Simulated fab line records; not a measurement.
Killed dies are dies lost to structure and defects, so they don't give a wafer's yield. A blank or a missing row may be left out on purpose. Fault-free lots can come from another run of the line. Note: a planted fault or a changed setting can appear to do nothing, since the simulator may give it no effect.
fab line records || flow ritCmos
[record] {"lots": 14, "wafers": 42, "lastDay": 7}
route steps=202 shown PWELL@47
lots that met no fault: from a run of the same line without faults
startH: start of the lot's first displayed wafer, in hours after the record's first day || waitH: hours since the lot's step before || " unchanged from the row above || L1.1+2: several wafers, shown together as one row || - either no value or no given start || * or withheld: withheld || < > ~ a bound
route shown NAME@n: NAME is a module with steps in the file, n the number in the route of the first one || usual: average and standard deviation across the fault-free wafers || same: alike in all rows || chamber/n: place in a boat || sites: per-site readings || _std_site: the values' standard deviation || _edge_site: the outer-site mean with the inner-site mean subtracted || radiusMm: for every site, how far away it sits from the centre of the wafer || mask NAME#n: copy n || behind: tool/chamber where the wafer was last shaped || hold: why the lot went on hold/how many hours it stayed there/how the hold came to an end || device: which transistor (n, p or np) failed to switch || end of line: the route-end tests of the same wafers || for a step that has no rows: nothing shown but its recipe || killed: count of dies lost to structure and defects at first sort (not the wafer's yield) || map: shows each die of a wafer: x if killed, . if not, _ if none is there
set.NAME: the setting the step ran with; set.NAME@STEP: the setting that earlier step ran with || model.NAME: the simulator's own value behind a step, which no gauge read
one table for each step of the route and one row for each wafer, over a sample of lots
[[steps]]
[step RIT_PWELL_IMPLANT_08]
[recipe] {"species": "B", "energyKev": 170, "doseCm2": 7e+13, "tiltDeg": 7}
[usual] {"beamOnS": "10.01/0.21", "doseIonsCm2": "7e+13/8.8e+10", "faradayCurrentUA": "222/4.5", "tiltDeg": "7.001/0.019"}
{"lot.wafer": "L723.1", "tool": "implanter-02", "chamber": 0, "startH": 26.54, "waitH": 0.2, "beamOnS": 9.94, "doseIonsCm2": 6.999e+13, "faradayCurrentUA": 223, "tiltDeg": 6.990}
{"lot.wafer": "L723.4", "tool": "implanter-02", "chamber": 0, "startH": 26.54, "waitH": 0.2, "beamOnS": 10.24, "doseIonsCm2": 7.01e+13, "faradayCurrentUA": 217, "tiltDeg": 7.003}
{"lot.wafer": "L723.6", "tool": "implanter-02", "chamber": 0, "startH": 26.54, "waitH": 0.2, "beamOnS": 10.26, "doseIonsCm2": 7.002e+13, "faradayCurrentUA": 217, "tiltDeg": 7.013}
{"lot.wafer": "L725.1", "tool": "implanter-02", "chamber": 0, "startH": 33.81, "waitH": 0.2, "beamOnS": 9.92, "doseIonsCm2": 7.009e+13, "faradayCurrentUA": 224, "tiltDeg": 7.038}
{"lot.wafer": "L725.2", "tool": "implanter-02", "chamber": 0, "startH": 33.81, "waitH": 0.2, "beamOnS": 9.62, "doseIonsCm2": 7.01e+13, "faradayCurrentUA": 230, "tiltDeg": 7.007}
{"lot.wafer": "L725.5", "tool": "implanter-02", "chamber": 0, "startH": 33.81, "waitH": 0.2, "beamOnS": 9.94, "doseIonsCm2": 7.01e+13, "faradayCurrentUA": 223, "tiltDeg": 6.988}
{"lot.wafer": "L726.2", "tool": "implanter-03", "chamber": 0, "startH": 37.62, "waitH": 0.2, "beamOnS": 10.04, "doseIonsCm2": 7.004e+13, "faradayCurrentUA": 221, "tiltDeg": 6.987}
{"lot.wafer": "L726.5", "tool": "implanter-03", "chamber": 0, "startH": 37.62, "waitH": 0.2, "beamOnS": 10.07, "doseIonsCm2": 7.001e+13, "faradayCurrentUA": 221, "tiltDeg": 7.004}
{"lot.wafer": "L726.6", "tool": "implanter-03", "chamber": 0, "startH": 37.62, "waitH": 0.2, "beamOnS": 10.08, "doseIonsCm2": 7.007e+13, "faradayCurrentUA": 220, "tiltDeg": 6.998}
{"lot.wafer": "L728.3", "tool": "implanter-03", "chamber": 0, "startH": 47.49, "waitH": 0.2, "beamOnS": 9.86, "doseIonsCm2": 7.003e+13, "faradayCurrentUA": 225, "tiltDeg": 6.995}
{"lot.wafer": "L728.4", "tool": "implanter-03", "chamber": 0, "startH": 47.49, "waitH": 0.2, "beamOnS": 9.92, "doseIonsCm2": 7.002e+13, "faradayCurrentUA": 225, "tiltDeg": 7.000}
{"lot.wafer": "L728.6", "tool": "implanter-03", "chamber": 0, "startH": 47.49, "waitH": 0.2, "beamOnS": 10.21, "doseIonsCm2": 6.997e+13, "faradayCurrentUA": 218, "tiltDeg": 7.004}
{"lot.wafer": "L729.2", "tool": "implanter-02", "chamber": 0, "startH": 53.68, "waitH": 0.2, "beamOnS": 10.21, "doseIonsCm2": 7.003e+13, "faradayCurrentUA": 218, "tiltDeg": 7.030}
{"lot.wafer": "L729.4", "tool": "implanter-02", "chamber": 0, "startH": 53.68, "waitH": 0.2, "beamOnS": 10.24, "doseIonsCm2": 6.993e+13, "faradayCurrentUA": 217, "tiltDeg": 6.985}
{"lot.wafer": "L729.6", "tool": "implanter-02", "chamber": 0, "startH": 53.68, "waitH": 0.2, "beamOnS": 10.26, "doseIonsCm2": 6.996e+13, "faradayCurrentUA": 215, "tiltDeg": 7.017}
{"lot.wafer": "L730.1", "tool": "implanter-01", "chamber": 0, "startH": 56.96, "waitH": 0.2, "beamOnS": 9.86, "doseIonsCm2": 6.995e+13, "faradayCurrentUA": 224, "tiltDeg": 6.993}
{"lot.wafer": "L730.2", "tool": "implanter-01", "chamber": 0, "startH": 56.96, "waitH": 0.2, "beamOnS": 10.25, "doseIonsCm2": 7.005e+13, "faradayCurrentUA": 216, "tiltDeg": 6.975}
{"lot.wafer": "L730.4", "tool": "implanter-01", "chamber": 0, "startH": 56.96, "waitH": 0.2, "beamOnS": 10.15, "doseIonsCm2": 7.01e+13, "faradayCurrentUA": 220, "tiltDeg": 6.998}
{"lot.wafer": "L731.1", "tool": "implanter-03", "chamber": 0, "startH": 63.10, "waitH": 0.2, "beamOnS": 9.99, "doseIonsCm2": 6.98e+13, "faradayCurrentUA": 223, "tiltDeg": 6.963}
{"lot.wafer": "L731.5", "tool": "implanter-03", "chamber": 0, "startH": 63.10, "waitH": 0.2, "beamOnS": 10.13, "doseIonsCm2": 6.989e+13, "faradayCurrentUA": 219, "tiltDeg": 7.023}
{"lot.wafer": "L731.6", "tool": "implanter-03", "chamber": 0, "startH": 63.10, "waitH": 0.2, "beamOnS": 9.93, "doseIonsCm2": 6.992e+13, "faradayCurrentUA": 225, "tiltDeg": 6.969}
{"lot.wafer": "L732.1", "tool": "implanter-02", "chamber": 0, "startH": 68.23, "waitH": 0.2, "beamOnS": 10.09, "doseIonsCm2": 7e+13, "faradayCurrentUA": 221, "tiltDeg": 6.996}
{"lot.wafer": "L732.2", "tool": "implanter-02", "chamber": 0, "startH": 68.23, "waitH": 0.2, "beamOnS": 9.73, "doseIonsCm2": 6.996e+13, "faradayCurrentUA": 230, "tiltDeg": 7.034}
{"lot.wafer": "L732.5", "tool": "implanter-02", "chamber": 0, "startH": 68.23, "waitH": 0.2, "beamOnS": 9.86, "doseIonsCm2": 7e+13, "faradayCurrentUA": 225, "tiltDeg": 7.034}
{"lot.wafer": "L734.2", "tool": "implanter-03", "chamber": 0, "startH": 77.31, "waitH": 0.2, "beamOnS": 9.99, "doseIonsCm2": 6.983e+13, "faradayCurrentUA": 222, "tiltDeg": 7.005}
{"lot.wafer": "L734.4", "tool": "implanter-03", "chamber": 0, "startH": 77.31, "waitH": 0.2, "beamOnS": 10.06, "doseIonsCm2": 6.996e+13, "faradayCurrentUA": 221, "tiltDeg": 7.029}
{"lot.wafer": "L734.5", "tool": "implanter-03", "chamber": 0, "startH": 77.31, "waitH": 0.2, "beamOnS": 9.94, "doseIonsCm2": 7.002e+13, "faradayCurrentUA": 225, "tiltDeg": 7.002}
{"lot.wafer": "L735.2", "tool": "implanter-03", "chamber": 0, "startH": 82.40, "waitH": 0.2, "beamOnS": 9.89, "doseIonsCm2": 5.526e+13, "faradayCurrentUA": 177, "tiltDeg": 7.013}
{"lot.wafer": "L735.3", "tool": "implanter-03", "chamber": 0, "startH": 82.40, "waitH": 0.2, "beamOnS": 10.35, "doseIonsCm2": 5.529e+13, "faradayCurrentUA": 171, "tiltDeg": 6.991}
{"lot.wafer": "L735.4", "tool": "implanter-03", "chamber": 0, "startH": 82.40, "waitH": 0.2, "beamOnS": 9.81, "doseIonsCm2": 5.528e+13, "faradayCurrentUA": 178, "tiltDeg": 6.992}
{"lot.wafer": "L737.1", "tool": "implanter-03", "chamber": 0, "startH": 94.17, "waitH": 0.2, "beamOnS": 10.04, "doseIonsCm2": 5.515e+13, "faradayCurrentUA": 175, "tiltDeg": 6.991}
{"lot.wafer": "L737.2", "tool": "implanter-03", "chamber": 0, "startH": 94.17, "waitH": 0.2, "beamOnS": 10.18, "doseIonsCm2": 5.547e+13, "faradayCurrentUA": 172, "tiltDeg": 6.990}
{"lot.wafer": "L737.3", "tool": "implanter-03", "chamber": 0, "startH": 94.17, "waitH": 0.2, "beamOnS": 10.03, "doseIonsCm2": 5.535e+13, "faradayCurrentUA": 175, "tiltDeg": 7.008}
{"lot.wafer": "L742.2", "tool": "implanter-02", "chamber": 0, "startH": 118.38, "waitH": 0.2, "beamOnS": 9.95, "doseIonsCm2": 7.015e+13, "faradayCurrentUA": 224, "tiltDeg": 7.023}
{"lot.wafer": "L742.3", "tool": "implanter-02", "chamber": 0, "startH": 118.38, "waitH": 0.2, "beamOnS": 9.70, "doseIonsCm2": 7.002e+13, "faradayCurrentUA": 229, "tiltDeg": 7.006}
{"lot.wafer": "L742.5", "tool": "implanter-02", "chamber": 0, "startH": 118.38, "waitH": 0.2, "beamOnS": 10.08, "doseIonsCm2": 6.997e+13, "faradayCurrentUA": 220, "tiltDeg": 7.017}
{"lot.wafer": "L744.2", "tool": "implanter-01", "chamber": 0, "startH": 127.18, "waitH": 0.2, "beamOnS": 9.85, "doseIonsCm2": 7.016e+13, "faradayCurrentUA": 226, "tiltDeg": 7.010}
{"lot.wafer": "L744.4", "tool": "implanter-01", "chamber": 0, "startH": 127.18, "waitH": 0.2, "beamOnS": 10.10, "doseIonsCm2": 6.998e+13, "faradayCurrentUA": 220, "tiltDeg": 6.983}
{"lot.wafer": "L744.5", "tool": "implanter-01", "chamber": 0, "startH": 127.18, "waitH": 0.2, "beamOnS": 10.33, "doseIonsCm2": 7.008e+13, "faradayCurrentUA": 215, "tiltDeg": 6.974}
{"lot.wafer": "L745.3", "tool": "implanter-02", "chamber": 0, "startH": 133.07, "waitH": 0.2, "beamOnS": 9.73, "doseIonsCm2": 6.998e+13, "faradayCurrentUA": 227, "tiltDeg": 7.022}
{"lot.wafer": "L745.4", "tool": "implanter-02", "chamber": 0, "startH": 133.07, "waitH": 0.2, "beamOnS": 10.02, "doseIonsCm2": 6.997e+13, "faradayCurrentUA": 221, "tiltDeg": 6.994}
{"lot.wafer": "L745.5", "tool": "implanter-02", "chamber": 0, "startH": 133.07, "waitH": 0.2, "beamOnS": 9.63, "doseIonsCm2": 7.003e+13, "faradayCurrentUA": 230, "tiltDeg": 7.007}
[step RIT_PWELL_TW_MEAS_10]
[usual] {"PWELL_TW": "941/6.7"}
{"lot.wafer": "L723.1", "tool": "filmMetro-04", "chamber": "-", "startH": 26.87, "waitH": 0.1, "PWELL_TW": 949}
{"lot.wafer": "L723.4", "tool": "filmMetro-04", "chamber": "-", "startH": 26.87, "waitH": 0.1, "PWELL_TW": 945}
{"lot.wafer": "L723.6", "tool": "filmMetro-04", "chamber": "-", "startH": 26.87, "waitH": 0.1, "PWELL_TW": 950}
{"lot.wafer": "L725.1", "tool": "filmMetro-04", "chamber": "-", "startH": 34.13, "waitH": 0.1, "PWELL_TW": 946}
{"lot.wafer": "L725.2", "tool": "filmMetro-04", "chamber": "-", "startH": 34.13, "waitH": 0.1, "PWELL_TW": 944}
{"lot.wafer": "L725.5", "tool": "filmMetro-04", "chamber": "-", "startH": 34.13, "waitH": 0.1, "PWELL_TW": 946}
{"lot.wafer": "L726.2", "tool": "filmMetro-04", "chamber": "-", "startH": 37.93, "waitH": 0.1, "PWELL_TW": 950}
{"lot.wafer": "L726.5", "tool": "filmMetro-04", "chamber": "-", "startH": 37.93, "waitH": 0.1, "PWELL_TW": 944}
{"lot.wafer": "L726.6", "tool": "filmMetro-04", "chamber": "-", "startH": 37.93, "waitH": 0.1, "PWELL_TW": 943}
{"lot.wafer": "L728.3", "tool": "filmMetro-04", "chamber": "-", "startH": 47.79, "waitH": 0.1, "PWELL_TW": 949}
{"lot.wafer": "L728.4", "tool": "filmMetro-04", "chamber": "-", "startH": 47.79, "waitH": 0.1, "PWELL_TW": 945}
{"lot.wafer": "L728.6", "tool": "filmMetro-04", "chamber": "-", "startH": 47.79, "waitH": 0.1, "PWELL_TW": 948}
{"lot.wafer": "L729.2", "tool": "filmMetro-02", "chamber": "-", "startH": 53.99, "waitH": 0.1, "PWELL_TW": 937}
{"lot.wafer": "L729.4", "tool": "filmMetro-02", "chamber": "-", "startH": 53.99, "waitH": 0.1, "PWELL_TW": 932}
{"lot.wafer": "L729.6", "tool": "filmMetro-02", "chamber": "-", "startH": 53.99, "waitH": 0.1, "PWELL_TW": 940}
{"lot.wafer": "L730.1", "tool": "filmMetro-02", "chamber": "-", "startH": 57.29, "waitH": 0.1, "PWELL_TW": 933}
{"lot.wafer": "L730.2", "tool": "filmMetro-02", "chamber": "-", "startH": 57.29, "waitH": 0.1, "PWELL_TW": 932}
{"lot.wafer": "L730.4", "tool": "filmMetro-02", "chamber": "-", "startH": 57.29, "waitH": 0.1, "PWELL_TW": 932}
{"lot.wafer": "L731.1", "tool": "filmMetro-03", "chamber": "-", "startH": 63.43, "waitH": 0.1, "PWELL_TW": 945}
{"lot.wafer": "L731.5", "tool": "filmMetro-03", "chamber": "-", "startH": 63.43, "waitH": 0.1, "PWELL_TW": 945}
{"lot.wafer": "L731.6", "tool": "filmMetro-03", "chamber": "-", "startH": 63.43, "waitH": 0.1, "PWELL_TW": 940}
{"lot.wafer": "L732.1", "tool": "filmMetro-04", "chamber": "-", "startH": 68.56, "waitH": 0.1, "PWELL_TW": 955}
{"lot.wafer": "L732.2", "tool": "filmMetro-04", "chamber": "-", "startH": 68.56, "waitH": 0.1, "PWELL_TW": 957}
{"lot.wafer": "L732.5", "tool": "filmMetro-04", "chamber": "-", "startH": 68.56, "waitH": 0.1, "PWELL_TW": 951}
{"lot.wafer": "L734.2", "tool": "filmMetro-03", "chamber": "-", "startH": 77.62, "waitH": 0.1, "PWELL_TW": 942}
{"lot.wafer": "L734.4", "tool": "filmMetro-03", "chamber": "-", "startH": 77.62, "waitH": 0.1, "PWELL_TW": 937}
{"lot.wafer": "L734.5", "tool": "filmMetro-03", "chamber": "-", "startH": 77.62, "waitH": 0.1, "PWELL_TW": 941}
{"lot.wafer": "L735.2", "tool": "filmMetro-02", "chamber": "-", "startH": 82.71, "waitH": 0.1, "PWELL_TW": 869}
{"lot.wafer": "L735.3", "tool": "filmMetro-02", "chamber": "-", "startH": 82.71, "waitH": 0.1, "PWELL_TW": 870}
{"lot.wafer": "L735.4", "tool": "filmMetro-02", "chamber": "-", "startH": 82.71, "waitH": 0.1, "PWELL_TW": 876}
{"lot.wafer": "L737.1", "tool": "filmMetro-03", "chamber": "-", "startH": 94.49, "waitH": 0.1, "PWELL_TW": 870}
{"lot.wafer": "L737.2", "tool": "filmMetro-03", "chamber": "-", "startH": 94.49, "waitH": 0.1, "PWELL_TW": 871}
{"lot.wafer": "L737.3", "tool": "filmMetro-03", "chamber": "-", "startH": 94.49, "waitH": 0.1, "PWELL_TW": 872}
{"lot.wafer": "L742.2", "tool": "filmMetro-02", "chamber": "-", "startH": 118.69, "waitH": 0.1, "PWELL_TW": 940}
{"lot.wafer": "L742.3", "tool": "filmMetro-02", "chamber": "-", "startH": 118.69, "waitH": 0.1, "PWELL_TW": 937}
{"lot.wafer": "L742.5", "tool": "filmMetro-02", "chamber": "-", "startH": 118.69, "waitH": 0.1, "PWELL_TW": 942}
{"lot.wafer": "L744.2", "tool": "filmMetro-03", "chamber": "-", "startH": 127.49, "waitH": 0.1, "PWELL_TW": 934}
{"lot.wafer": "L744.4", "tool": "filmMetro-03", "chamber": "-", "startH": 127.49, "waitH": 0.1, "PWELL_TW": 932}
{"lot.wafer": "L744.5", "tool": "filmMetro-03", "chamber": "-", "startH": 127.49, "waitH": 0.1, "PWELL_TW": 932}
{"lot.wafer": "L745.3", "tool": "filmMetro-03", "chamber": "-", "startH": 133.36, "waitH": 0.1, "PWELL_TW": 932}
{"lot.wafer": "L745.4", "tool": "filmMetro-03", "chamber": "-", "startH": 133.36, "waitH": 0.1, "PWELL_TW": 926}
{"lot.wafer": "L745.5", "tool": "filmMetro-03", "chamber": "-", "startH": 133.36, "waitH": 0.1, "PWELL_TW": 928}
[step RIT_WELLDRIVE_RS_MEAS_02]
[recipe] {"thkMeasGauge": "four-point-probe"}
[usual] {"PWELL_RS": "429.9/1.2"}
{"lot.wafer": "L723.1", "tool": "filmMetro-02", "chamber": "-", "startH": 32.71, "waitH": 0.1, "PWELL_RS[ohm/sq]": 429.8}
{"lot.wafer": "L723.4", "tool": "filmMetro-02", "chamber": "-", "startH": 32.71, "waitH": 0.1, "PWELL_RS[ohm/sq]": 430.4}
{"lot.wafer": "L723.6", "tool": "filmMetro-02", "chamber": "-", "startH": 32.71, "waitH": 0.1, "PWELL_RS[ohm/sq]": 430.7}
{"lot.wafer": "L725.1", "tool": "filmMetro-02", "chamber": "-", "startH": 39.40, "waitH": 0.1, "PWELL_RS[ohm/sq]": 430.3}
{"lot.wafer": "L725.2", "tool": "filmMetro-02", "chamber": "-", "startH": 39.40, "waitH": 0.1, "PWELL_RS[ohm/sq]": 430.8}
{"lot.wafer": "L725.5", "tool": "filmMetro-02", "chamber": "-", "startH": 39.40, "waitH": 0.1, "PWELL_RS[ohm/sq]": 432.6}
{"lot.wafer": "L726.2", "tool": "filmMetro-03", "chamber": "-", "startH": 43.50, "waitH": 0.1, "PWELL_RS[ohm/sq]": 430.0}
{"lot.wafer": "L726.5", "tool": "filmMetro-03", "chamber": "-", "startH": 43.50, "waitH": 0.1, "PWELL_RS[ohm/sq]": 430.2}
{"lot.wafer": "L726.6", "tool": "filmMetro-03", "chamber": "-", "startH": 43.50, "waitH": 0.1, "PWELL_RS[ohm/sq]": 430.3}
{"lot.wafer": "L728.3", "tool": "filmMetro-04", "chamber": "-", "startH": 54.29, "waitH": 0.1, "PWELL_RS[ohm/sq]": 430.8}
{"lot.wafer": "L728.4", "tool": "filmMetro-04", "chamber": "-", "startH": 54.29, "waitH": 0.1, "PWELL_RS[ohm/sq]": 429.7}
{"lot.wafer": "L728.6", "tool": "filmMetro-04", "chamber": "-", "startH": 54.29, "waitH": 0.1, "PWELL_RS[ohm/sq]": 429.4}
{"lot.wafer": "L729.2", "tool": "filmMetro-02", "chamber": "-", "startH": 59.26, "waitH": 0.1, "PWELL_RS[ohm/sq]": 431.1}
{"lot.wafer": "L729.4", "tool": "filmMetro-02", "chamber": "-", "startH": 59.26, "waitH": 0.1, "PWELL_RS[ohm/sq]": 430.4}
{"lot.wafer": "L729.6", "tool": "filmMetro-02", "chamber": "-", "startH": 59.26, "waitH": 0.1, "PWELL_RS[ohm/sq]": 429.5}
{"lot.wafer": "L730.1", "tool": "filmMetro-04", "chamber": "-", "startH": 62.55, "waitH": 0.1, "PWELL_RS[ohm/sq]": 430.9}
{"lot.wafer": "L730.2", "tool": "filmMetro-04", "chamber": "-", "startH": 62.55, "waitH": 0.1, "PWELL_RS[ohm/sq]": 428.9}
{"lot.wafer": "L730.4", "tool": "filmMetro-04", "chamber": "-", "startH": 62.55, "waitH": 0.1, "PWELL_RS[ohm/sq]": 429.2}
{"lot.wafer": "L731.1", "tool": "filmMetro-02", "chamber": "-", "startH": 68.69, "waitH": 0.1, "PWELL_RS[ohm/sq]": 426.2}
{"lot.wafer": "L731.5", "tool": "filmMetro-02", "chamber": "-", "startH": 68.69, "waitH": 0.1, "PWELL_RS[ohm/sq]": 427.8}
{"lot.wafer": "L731.6", "tool": "filmMetro-02", "chamber": "-", "startH": 68.69, "waitH": 0.1, "PWELL_RS[ohm/sq]": 428.2}
{"lot.wafer": "L732.1", "tool": "filmMetro-04", "chamber": "-", "startH": 73.82, "waitH": 0.1, "PWELL_RS[ohm/sq]": 427.7}
{"lot.wafer": "L732.2", "tool": "filmMetro-04", "chamber": "-", "startH": 73.82, "waitH": 0.1, "PWELL_RS[ohm/sq]": 428.0}
{"lot.wafer": "L732.5", "tool": "filmMetro-04", "chamber": "-", "startH": 73.82, "waitH": 0.1, "PWELL_RS[ohm/sq]": 428.0}
{"lot.wafer": "L734.2", "tool": "filmMetro-04", "chamber": "-", "startH": 82.89, "waitH": 0.1, "PWELL_RS[ohm/sq]": 429.7}
{"lot.wafer": "L734.4", "tool": "filmMetro-04", "chamber": "-", "startH": 82.89, "waitH": 0.1, "PWELL_RS[ohm/sq]": 428.5}
{"lot.wafer": "L734.5", "tool": "filmMetro-04", "chamber": "-", "startH": 82.89, "waitH": 0.1, "PWELL_RS[ohm/sq]": 428.6}
{"lot.wafer": "L735.2", "tool": "filmMetro-04", "chamber": "-", "startH": 87.98, "waitH": 0.1, "PWELL_RS[ohm/sq]": 498.9}
{"lot.wafer": "L735.3", "tool": "filmMetro-04", "chamber": "-", "startH": 87.98, "waitH": 0.1, "PWELL_RS[ohm/sq]": 498.6}
{"lot.wafer": "L735.4", "tool": "filmMetro-04", "chamber": "-", "startH": 87.98, "waitH": 0.1, "PWELL_RS[ohm/sq]": 497.4}
{"lot.wafer": "L737.1", "tool": "filmMetro-03", "chamber": "-", "startH": 99.75, "waitH": 0.1, "PWELL_RS[ohm/sq]": 499.7}
{"lot.wafer": "L737.2", "tool": "filmMetro-03", "chamber": "-", "startH": 99.75, "waitH": 0.1, "PWELL_RS[ohm/sq]": 500.0}
{"lot.wafer": "L737.3", "tool": "filmMetro-03", "chamber": "-", "startH": 99.75, "waitH": 0.1, "PWELL_RS[ohm/sq]": 499.1}
{"lot.wafer": "L742.2", "tool": "filmMetro-02", "chamber": "-", "startH": 124.41, "waitH": 0.1, "PWELL_RS[ohm/sq]": 430.4}
{"lot.wafer": "L742.3", "tool": "filmMetro-02", "chamber": "-", "startH": 124.41, "waitH": 0.1, "PWELL_RS[ohm/sq]": 430.2}
{"lot.wafer": "L742.5", "tool": "filmMetro-02", "chamber": "-", "startH": 124.41, "waitH": 0.1, "PWELL_RS[ohm/sq]": 428.8}
{"lot.wafer": "L744.2", "tool": "filmMetro-02", "chamber": "-", "startH": 132.77, "waitH": 0.1, "PWELL_RS[ohm/sq]": 429.0}
{"lot.wafer": "L744.4", "tool": "filmMetro-02", "chamber": "-", "startH": 132.77, "waitH": 0.1, "PWELL_RS[ohm/sq]": 429.1}
{"lot.wafer": "L744.5", "tool": "filmMetro-02", "chamber": "-", "startH": 132.77, "waitH": 0.1, "PWELL_RS[ohm/sq]": 429.7}
{"lot.wafer": "L745.3", "tool": "filmMetro-02", "chamber": "-", "startH": 138.65, "waitH": 0.1, "PWELL_RS[ohm/sq]": 428.4}
{"lot.wafer": "L745.4", "tool": "filmMetro-02", "chamber": "-", "startH": 138.65, "waitH": 0.1, "PWELL_RS[ohm/sq]": 430.2}
{"lot.wafer": "L745.5", "tool": "filmMetro-02", "chamber": "-", "startH": 138.65, "waitH": 0.1, "PWELL_RS[ohm/sq]": 428.5}
[[key]]
[firstSign] {"step": "RIT_PWELL_IMPLANT_08", "reading": "doseIonsCm2", "direction": "down", "sigmas": "99+", "usual": 7e+13, "struck": 5.53e+13}
[effect] {"step": "RIT_PWELL_IMPLANT_08", "reading": "faradayCurrentUA", "direction": "down", "sigmas": 10, "usual": 222, "struck": 175}
[effect] {"step": "RIT_PWELL_TW_MEAS_10", "reading": "PWELL_TW", "direction": "down", "sigmas": 11, "usual": 941, "struck": 871}
[effect] {"step": "RIT_WELLDRIVE_RS_MEAS_02", "reading": "PWELL_RS", "direction": "up", "sigmas": 60, "usual": 429.9, "struck": 498.9}
metAt RIT_PWELL_IMPLANT_08
struckLots L735,L737
testerLeftOut L735,L737
onsetBetween 77.31 82.40
[fault] {"kind": "processParameterDrift", "tool": "implanter-03", "chamber": "-", "onsetH": 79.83, "steps": "RIT_PWELL_IMPLANT_08", "channel": "doseCm2", "offset": -1.47e+13, "shape": "step", "endH": 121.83, "actsIn": "theseRecipesOnly", "stated": 7e+13}
// testerLeftOut: of these lots the tester's yield and bins aren't shown, on N5 and GAA mostly nor the transistor test; their killed dies are dies lost to structure and defects alone, not to doping, threshold or leakage, so they don't give the yield
